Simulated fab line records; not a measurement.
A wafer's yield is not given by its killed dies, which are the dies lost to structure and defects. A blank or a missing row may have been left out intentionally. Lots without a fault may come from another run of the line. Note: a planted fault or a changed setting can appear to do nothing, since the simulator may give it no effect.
Which tool was responsible? -- flow berkeley_cmos170 -- 15 lots, 45 wafers sampled, at 5 steps of a route of 331

## WHAT THE GAUGES SHOWED, per wafer
UCB170_SACOX_THK_MEAS_02. Usual: SACOX_OXIDE_THK gives 14.26 nm (standard deviation 0.22).
lot,measured,on,SACOX_OXIDE_THK (nm),flag
L861,day 6 02:01,film_metro-03,14.46 14.27 14.33,
L862,day 6 01:59,film_metro-04,14.12 14.02 13.91,
L863,day 6 14:19,film_metro-03,14.68 14.89 14.63,
L864,day 6 23:31,film_metro-02,14.39 14.18 14.46,
L867,day 7 09:23,film_metro-02,14.52 13.97 14.23,
L870,day 7 21:29,film_metro-04,14.20 14.26 14.02,
L872,day 8 17:58,film_metro-04,14.00 14.12 14.12,
L874,day 9 05:19,film_metro-04,14.61 14.76 14.68,
L875,day 9 05:20,film_metro-02,14.32 14.26 14.14,
L878,day 9 20:48,film_metro-03,14.28 14.31 14.10,
L877,day 9 20:52,film_metro-03,13.96 14.04 14.26,
L879,day 9 20:47,film_metro-02,14.01 13.79 13.95,
L882,day 10 07:55,film_metro-02,14.45 14.15 14.04,
L883,day 10 07:55,film_metro-03,14.04 14.51 14.25,
L881,day 10 07:52,film_metro-03,14.04 14.31 14.34,

UCB170_FIELD_THK_MEAS_91. Usual: FIELD_OXIDE_LEFT_2_THK gives 354 nm (standard deviation 9.4).
lot,measured,on,FIELD_OXIDE_LEFT_2_THK (nm),flag
L861,day 6 21:15,film_metro-04,361 362 365,
L862,day 6 21:04,film_metro-03,352 351 358,
L863,day 7 10:40,film_metro-01,367 373 358,
L864,day 7 14:55,film_metro-04,348 345 348,
L867,day 7 23:28,film_metro-03,362 353 351,
L870,day 8 16:10,film_metro-04,337 332 344,
L872,day 9 06:37,film_metro-01,355 362 367,
L874,day 9 22:15,film_metro-03,359 345 352,
L875,day 9 22:47,film_metro-03,351 359 350,
L878,day 10 10:04,film_metro-01,362 360 365,
L877,day 10 10:26,film_metro-03,353 345 350,
L879,day 10 10:41,film_metro-04,358 362 365,
L882,day 10 21:07,film_metro-01,331 337 342,
L883,day 10 21:20,film_metro-04,356 354 366,
L881,day 10 21:04,film_metro-04,361 366 358,

UCB170_GATE_THK_MEAS_05. Usual: GATE_POLY_THK gives 213.4 nm (standard deviation 2.2).
lot,measured,on,GATE_POLY_THK (nm),flag
L861,day 7 11:22,film_metro-03,210.6 210.5 211.1,
L862,day 7 11:21,film_metro-02,214.1 213.6 216.4,
L863,day 8 00:28,film_metro-04,212.6 211.1 210.2,
L864,day 8 00:31,film_metro-02,212.5 216.7 212.3,
L867,day 8 16:20,film_metro-04,209.4 208.7 210.2,
L870,day 9 02:29,film_metro-03,214.7 213.2 216.1,
L872,day 9 20:03,film_metro-04,211.3 211.9 212.5,
L874,day 10 09:42,film_metro-02,216.7 215.4 212.8,
L875,day 10 09:43,film_metro-04,213.9 215.8 214.5,
L878,day 10 23:22,film_metro-03,164.0 164.0 165.2,OFF
L877,day 10 23:23,film_metro-02,160.0 160.9 161.0,OFF
L879,day 10 23:25,film_metro-02,159.9 160.2 160.3,OFF
L882,day 11 14:41,film_metro-04,214.9 212.8 212.7,
L883,day 11 14:45,film_metro-02,212.5 211.6 211.8,
L881,day 11 14:41,film_metro-02,211.1 212.0 211.9,

## WHICH TOOL RAN EACH LOT (tool, then ch and the chambers of the sampled wafers, then the start)
lot,UCB170_ACTIVE_ETCH_15,UCB170_GATE_CVD_04
L861,"rie_diel-02 ch 1,2,3, day 5 00:32","lpcvd-02 ch 0, day 7 09:57"
L862,"rie_diel-04 ch 1,2,3, day 5 00:40","lpcvd-02 ch 0, day 7 09:57"
L863,"rie_diel-01 ch 1,2, day 5 09:09","lpcvd-01 ch 1, day 7 23:04"
L864,"rie_diel-04 ch 0,1,3, day 5 16:58","lpcvd-01 ch 1, day 7 23:04"
L867,"rie_diel-04 ch 1,3, day 6 05:19","lpcvd-01 ch 1, day 8 14:56"
L870,"rie_diel-04 ch 1,2, day 7 00:15","lpcvd-02 ch 1, day 9 01:05"
L872,"rie_diel-04 ch 0,3, day 7 17:05","lpcvd-02 ch 1, day 9 18:38"
L874,"rie_diel-04 ch 0,1,3, day 8 02:50","lpcvd-02 ch 0, day 10 08:18"
L875,"rie_diel-04 ch 1,2,3, day 8 03:17","lpcvd-02 ch 1, day 10 08:18"
L878,"rie_diel-04 ch 0,1, day 8 18:54","lpcvd-02 ch 1, day 10 21:56"
L877,"rie_diel-04 ch 0,1, day 8 19:36","lpcvd-02 ch 1, day 10 21:56"
L879,"rie_diel-02 ch 1,2,3, day 9 00:07","lpcvd-02 ch 1, day 10 21:56"
L882,"rie_diel-04 ch 1,2, day 9 08:35","lpcvd-01 ch 0, day 11 13:17"
L883,"rie_diel-02 ch 2,3, day 9 08:42","lpcvd-01 ch 0, day 11 13:17"
L881,"rie_diel-01 ch 0,2, day 9 08:59","lpcvd-01 ch 0, day 11 13:17"
- UCB170_ACTIVE_ETCH_15: etches Si3N4 in CH3F/Ar/O2, stops on SiO2, target depth 242 nm, time 151 s.
- UCB170_GATE_CVD_04: deposits poly-Si from SiH4, time 1440 s, target thk 214 nm.

## WHAT THE TOOLS THEMSELVES READ (means of the sampled wafers that have a number; where no wafer has one, the mark that the record gives instead)
UCB170_ACTIVE_ETCH_15. Usual: O2_flow_sccm 6.999 sccm, standard deviation 0.018; chamber_pressure_mTorr 49.99 mTorr, standard deviation 0.043; drypump_motor_current_A 5.9 A, standard deviation 0.44; oes_product_au 0.943 a.u., standard deviation 0.02; throttle_valve_pct 8.02 %, standard deviation 0.12.
lot,tool,O2_flow_sccm (sccm),chamber_pressure_mTorr (mTorr),drypump_motor_current_A (A),oes_product_au (a.u.),throttle_valve_pct (%),flag
L861,rie_diel-02,6.977,50.01,5.9,0.931,8.02,
L862,rie_diel-04,6.995,50.04,6.1,0.936,8.03,
L863,rie_diel-01,6.988,50.04,5.8,0.942,8.18,
L864,rie_diel-04,7.003,50.00,5.7,0.947,7.98,
L867,rie_diel-04,7.003,50.03,5.9,0.955,8.08,
L870,rie_diel-04,6.983,49.98,6.3,0.936,7.97,
L872,rie_diel-04,7.014,49.96,5.4,0.937,7.94,
L874,rie_diel-04,6.997,50.04,5.7,0.958,7.97,
L875,rie_diel-04,7.002,49.95,6.1,0.938,8.02,
L878,rie_diel-04,7.005,49.99,5.7,0.951,7.91,
L877,rie_diel-04,7.000,49.98,5.7,0.961,7.89,
L879,rie_diel-02,6.995,50.01,5.9,0.951,8.02,
L882,rie_diel-04,7.013,49.97,6.3,0.936,7.96,
L883,rie_diel-02,6.981,49.93,5.5,0.981,8.05,
L881,rie_diel-01,7.012,49.97,6.1,0.933,8.13,

UCB170_GATE_CVD_04. Usual: spike_tc_centre_C 613.1 C, standard deviation 1.1; spike_tc_load_C 632.0 C, standard deviation 1.3; spike_tc_source_C 629.0 C, standard deviation 1.1; susceptor_temp_C 610.03 C, standard deviation 0.27.
lot,tool,spike_tc_centre_C (C),spike_tc_load_C (C),spike_tc_source_C (C),susceptor_temp_C (C),flag
L861,lpcvd-02,611.9,631.5,628.4,609.83,
L862,lpcvd-02,614.0,630.7,629.0,610.09,
L863,lpcvd-01,613.7,631.7,629.7,609.87,
L864,lpcvd-01,613.1,631.1,629.3,609.82,
L867,lpcvd-01,611.9,630.3,628.9,610.10,
L870,lpcvd-02,613.6,632.4,629.4,610.03,
L872,lpcvd-02,614.4,633.2,629.6,610.23,
L874,lpcvd-02,613.0,629.9,630.8,609.76,
L875,lpcvd-02,613.0,633.0,628.6,609.93,
L878,lpcvd-02,601.6,620.8,616.4,598.20,OFF
L877,lpcvd-02,601.6,620.9,615.9,597.95,OFF
L879,lpcvd-02,600.8,621.1,616.4,598.30,OFF
L882,lpcvd-01,612.6,631.4,629.1,610.08,
L883,lpcvd-01,613.2,632.3,628.6,610.19,
L881,lpcvd-01,613.8,632.7,629.0,610.00,

## THE ANSWER, worked out from the rows above alone
Rule: lot off if the mean of its wafers having a number is beyond 3 standard deviations from the usual mean. A lot without any number at a reading at which 4 lots or more have one is off too. The other lots that the step has rows for count as sound. After the gauges, taken in route order, come the tools' own readings; for these a lot's mean is taken, as printed above. At the first step where some lot is off, the reading lying furthest off is the one used; lots without a number count as furthest.
Off: at UCB170_GATE_THK_MEAS_05 (GATE_POLY_THK), L878, L877, L879.
If a tool, at a process step before that reading, ran all the lots that are off and no sound lot after the first of them, it fits. Not tried: the gauges at UCB170_GATE_THK_MEAS_05; whatever is off there is also off at UCB170_GATE_CVD_04, on other tools, and gauge error can't account for it. One candidate fits, namely lpcvd-02 at UCB170_GATE_CVD_04. Its last sound lot is L874 (day 10 08:18), its first lot that is off L877 (day 10 21:56): a fault that began between those two fits.
The tool's own readings at UCB170_GATE_CVD_04 bear it out: on the lots that are off they differ by more than 5 times the standard deviation of the sound lots' means. spike_tc_centre_C reads 601.3 C there against 613.2 C on the sound lots; spike_tc_load_C reads 620.9 C there against 631.7 C on the sound lots; spike_tc_source_C reads 616.2 C there against 629.2 C on the sound lots; susceptor_temp_C reads 598.15 C there against 609.99 C on the sound lots.

## WHAT THE SIMULATOR HAD PUT IN
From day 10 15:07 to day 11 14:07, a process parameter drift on lpcvd-02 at UCB170_GATE_CVD_04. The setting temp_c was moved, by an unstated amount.
Lots struck among those shown: L879, L878, L877. The rule above found the same.
